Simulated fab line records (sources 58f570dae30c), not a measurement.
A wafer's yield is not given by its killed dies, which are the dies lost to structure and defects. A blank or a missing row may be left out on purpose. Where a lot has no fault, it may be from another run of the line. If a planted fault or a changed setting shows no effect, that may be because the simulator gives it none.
Which tool is to blame?    flow berkeley_cmos170    7 lots, 21 wafers sampled, at 2 steps of a route of 331

## WHAT THE GAUGES READ, wafer by wafer
UCB170_M3_RS_MEAS_02: measures by four-point-probe.
lot   measured      on             M3_AL_RS (ohm/sq)
L476  day 8 03:49   film_metro-03  0.0323 0.0326 0.0323
L478  day 8 14:10   film_metro-03  0.0322 0.0323 0.0326
L480  day 9 12:27   film_metro-03  0.0325 0.0320 0.0322
L481  day 9 15:02   film_metro-02  0.0323 0.0327 0.0323
L484  day 9 19:34   film_metro-03  0.0163 0.0163 0.0160
L496  day 12 01:47  film_metro-03  0.0329 0.0326 0.0320
L495  day 12 02:53  film_metro-04  0.0332 0.0330 0.0328

## TOOL THAT RAN EACH LOT (tool first, then ch and the chambers of the sampled wafers, then the start)
lot   UCB170_M3_SPUTTER_01
L476  pvd_sputter-03, day 8 03:44
L478  pvd_sputter-03, day 8 14:01
L480  pvd_sputter-01, day 9 12:22
L481  pvd_sputter-01, day 9 14:55
L484  pvd_sputter-04, day 9 19:14
L496  pvd_sputter-04, day 12 01:41
L495  pvd_sputter-04, day 12 02:47
- UCB170_M3_SPUTTER_01: material Al, target thk 900 nm, time 120 s.

## THE ANSWER, worked out from the rows above alone
Rule: the usual values come from the lots themselves. Put in order of their means at a reading, lots are off if they are a third of the lots or fewer, leave a main group of 4 or more, and stand apart from it by a gap of 3 or more times the standard deviation of the main group's means; of several such gaps the widest counts. If all means in a main group match to the digits the tables above print for the reading, that group is not used. Also off: a lot with no number at a reading for which 4 or more lots have one. Where the step has rows for the other lots, those lots are counted as sound.
Off: at UCB170_M3_RS_MEAS_02 (M3_AL_RS), L484. For the main group the mean is 0.0325 ohm/sq and the standard deviation 0.00024.
If a tool, at a process step before that reading, ran all the lots that are off and no sound lot after the first of them, it fits. Gauges at UCB170_M3_RS_MEAS_02: tried the same way as those tools. No candidate that was tried fits.

## WHAT THE SIMULATOR HAD PUT IN
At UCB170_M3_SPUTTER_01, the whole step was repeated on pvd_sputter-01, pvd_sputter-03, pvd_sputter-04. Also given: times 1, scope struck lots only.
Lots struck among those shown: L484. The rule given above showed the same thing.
